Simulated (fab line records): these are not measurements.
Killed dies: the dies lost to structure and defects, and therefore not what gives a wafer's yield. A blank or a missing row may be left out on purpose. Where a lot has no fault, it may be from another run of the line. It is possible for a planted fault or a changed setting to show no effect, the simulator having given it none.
What tool caused it?	flow berkeley_cmos170	15 lots, 45 wafers sampled, at 4 steps of a route of 331

WHAT EACH GAUGE READ, for each wafer
UCB170_V2_CD_MEAS_90: target cd 700 nm.
lot	measured	on	cd_nm (nm)
L751	day 8 08:17	cd_sem-02	697.8 698.2 698.2
L750	day 8 08:36	cd_sem-02	700.4 699.9 700.5
L754	day 8 20:17	cd_sem-02	695.7 699.5 697.2
L756	day 8 20:38	cd_sem-02	700.5 700.3 699.4
L753	day 8 20:50	cd_sem-02	701.9 699.5 702.3
L755	day 8 21:59	cd_sem-01	700.4 700.9 701.3
L759	day 9 06:44	cd_sem-01	701.9 702.1 700.8
L760	day 9 19:34	cd_sem-01	701.1 701.5 700.7
L764	day 10 12:52	cd_sem-01	699.2 701.4 698.1
L763	day 10 13:37	cd_sem-01	699.5 699.9 699.4
L766	day 10 19:29	cd_sem-01	701.0 698.8 699.7
L767	day 10 20:48	cd_sem-01	699.7 702.8 700.6
L768	day 11 13:41	cd_sem-01	700.6 700.6 701.4
L769	day 11 23:36	cd_sem-02	699.3 699.6 700.6
L770	day 12 00:55	cd_sem-01	700.3 699.2 699.4

WHAT TOOL EACH LOT RAN ON (gives the tool, then ch and the chambers of the sampled wafers, and finally the start)
lot	UCB170_M2_METAL_ETCH_18	UCB170_M2_STRIP_19	UCB170_V2_STRIP_15
L751	rie_metal-03 ch 0,1, day 8 04:47	plasma_asher-04 ch 0,1, day 8 04:58	plasma_asher-02 ch 0,1, day 8 08:11
L750	rie_metal-04 ch 0,1, day 8 05:20	plasma_asher-04 ch 0,1, day 8 05:31	plasma_asher-02 ch 0,1, day 8 08:29
L754	rie_metal-02 ch 0,1, day 8 17:05	plasma_asher-04 ch 0,1, day 8 17:17	plasma_asher-01 ch 0,1, day 8 20:10
L756	rie_metal-03 ch 0,1, day 8 17:12	plasma_asher-01 ch 0,1, day 8 17:23	plasma_asher-01 ch 0,1, day 8 20:31
L753	rie_metal-04 ch 0,1, day 8 17:42	plasma_asher-01 ch 0, day 8 17:53	plasma_asher-02 ch 1, day 8 20:43
L755	rie_metal-04 ch 0,1, day 8 18:46	plasma_asher-01 ch 0,1, day 8 18:58	plasma_asher-01 ch 0,1, day 8 21:53
L759	rie_metal-04 ch 0,1, day 9 03:53	plasma_asher-04 ch 0,1, day 9 04:04	plasma_asher-02 ch 0,1, day 9 06:38
L760	rie_metal-04 ch 1, day 9 16:32	plasma_asher-01 ch 0,1, day 9 16:44	plasma_asher-01 ch 0,1, day 9 19:28
L764	rie_metal-02 ch 0,1, day 10 09:35	plasma_asher-04 ch 0,1, day 10 09:47	plasma_asher-03 ch 0,1, day 10 12:46
L763	rie_metal-04 ch 0,1, day 10 09:52	plasma_asher-01 ch 0,1, day 10 10:04	plasma_asher-02 ch 0,1, day 10 13:31
L766	rie_metal-03 ch 0,1, day 10 16:30	plasma_asher-01 ch 0,1, day 10 16:41	plasma_asher-02 ch 0,1, day 10 19:23
L767	rie_metal-03 ch 0,1, day 10 17:19	plasma_asher-01 ch 0,1, day 10 17:31	plasma_asher-01 ch 0,1, day 10 20:41
L768	rie_metal-03 ch 0,1, day 11 10:58	plasma_asher-04 ch 0,1, day 11 11:08	plasma_asher-03 ch 0,1, day 11 13:34
L769	rie_metal-02 ch 0,1, day 11 20:05	plasma_asher-02 ch 0,1, day 11 20:16	plasma_asher-03 ch 0,1, day 11 23:30
L770	rie_metal-03 ch 0,1, day 11 20:40	plasma_asher-02 ch 0,1, day 11 20:49	plasma_asher-02 ch 0,1, day 12 00:48
- UCB170_M2_METAL_ETCH_18: etches Al in Cl2/BCl3, stops on SiO2, target depth 1170 nm, time 195 s.
- UCB170_M2_STRIP_19: strips in O2.
- UCB170_V2_STRIP_15: strips in O2.

AS READ BY THE TOOLS THEMSELVES (means over the sampled wafers that have a number; for cases with no such wafer, the mark the record gives instead)
UCB170_M2_METAL_ETCH_18.
lot	tool	drypump_motor_current_A (A)	he_backside_leak_sccm (sccm)	oes_product_au (a.u.)	throttle_valve_pct (%)
L751	rie_metal-03	5.7	3.33	0.843	24.49
L750	rie_metal-04	5.3	3.41	0.875	24.50
L754	rie_metal-02	5.8	3.37	0.873	24.32
L756	rie_metal-03	6.0	3.50	0.835	24.62
L753	rie_metal-04	5.2	3.57	0.852	24.44
L755	rie_metal-04	5.3	3.46	0.876	24.49
L759	rie_metal-04	5.2	3.47	0.880	24.44
L760	rie_metal-04	5.1	3.54	0.875	24.38
L764	rie_metal-02	5.8	3.18	0.863	24.32
L763	rie_metal-04	5.2	3.32	0.880	24.43
L766	rie_metal-03	5.8	3.28	0.843	24.49
L767	rie_metal-03	6.0	3.29	0.828	24.63
L768	rie_metal-03	5.7	3.16	0.851	24.49
L769	rie_metal-02	5.8	3.36	0.872	24.31
L770	rie_metal-03	6.0	3.19	0.842	24.61

UCB170_M2_STRIP_19.
lot	tool	drypump_motor_current_A (A)	oes_product_au (a.u.)
L751	plasma_asher-04	6.4	0.544
L750	plasma_asher-04	6.4	0.543
L754	plasma_asher-04	6.3	0.542
L756	plasma_asher-01	6.0	0.547
L753	plasma_asher-01	6.2	0.543
L755	plasma_asher-01	6.0	0.530
L759	plasma_asher-04	6.4	0.558
L760	plasma_asher-01	6.0	0.568
L764	plasma_asher-04	6.3	0.546
L763	plasma_asher-01	6.1	0.579
L766	plasma_asher-01	6.0	0.541
L767	plasma_asher-01	6.0	0.539
L768	plasma_asher-04	6.3	0.548
L769	plasma_asher-02	6.1	0.545
L770	plasma_asher-02	6.1	0.540

UCB170_V2_STRIP_15.
lot	tool	drypump_motor_current_A (A)	oes_product_au (a.u.)	strip_time_to_endpoint_s (s)
L751	plasma_asher-02	6.1	0.722	15.28
L750	plasma_asher-02	5.8	0.721	15.35
L754	plasma_asher-01	6.1	0.722	15.28
L756	plasma_asher-01	6.0	0.722	15.37
L753	plasma_asher-02	5.5	0.722	15.32
L755	plasma_asher-01	6.0	0.720	15.26
L759	plasma_asher-02	5.8	0.720	15.31
L760	plasma_asher-01	6.1	0.724	15.38
L764	plasma_asher-03	5.3	0.721	15.19
L763	plasma_asher-02	5.8	0.723	15.25
L766	plasma_asher-02	5.8	0.722	15.31
L767	plasma_asher-01	6.1	0.722	15.33
L768	plasma_asher-03	5.2	0.723	15.35
L769	plasma_asher-03	5.3	0.725	15.37
L770	plasma_asher-02	6.1	0.719	15.33

THE ANSWER, worked out from the rows above alone
Rule: what is usual is taken from the lots themselves. Put in order of their means at a reading, lots are off if they are a third of the lots or fewer, leave a main group of 4 or more, and stand apart from it by a gap of 3 or more times the standard deviation of the main group's means; of several such gaps the widest counts. The tables above print the reading to a certain number of digits; a main group whose means all agree to those digits is not used. Also off: a lot with no number at a reading for which 4 or more lots have one. All remaining lots with rows at the step are treated as sound. After the gauges, taken in route order, come the tools' own readings; for these a lot's mean is taken, as printed above. At the first step where some lot is off, the reading lying furthest off is the one used; lots without a number count as furthest.
No lot is off on any of the readings shown, so nothing can be concluded from this.

WHAT THE SIMULATOR PUT IN
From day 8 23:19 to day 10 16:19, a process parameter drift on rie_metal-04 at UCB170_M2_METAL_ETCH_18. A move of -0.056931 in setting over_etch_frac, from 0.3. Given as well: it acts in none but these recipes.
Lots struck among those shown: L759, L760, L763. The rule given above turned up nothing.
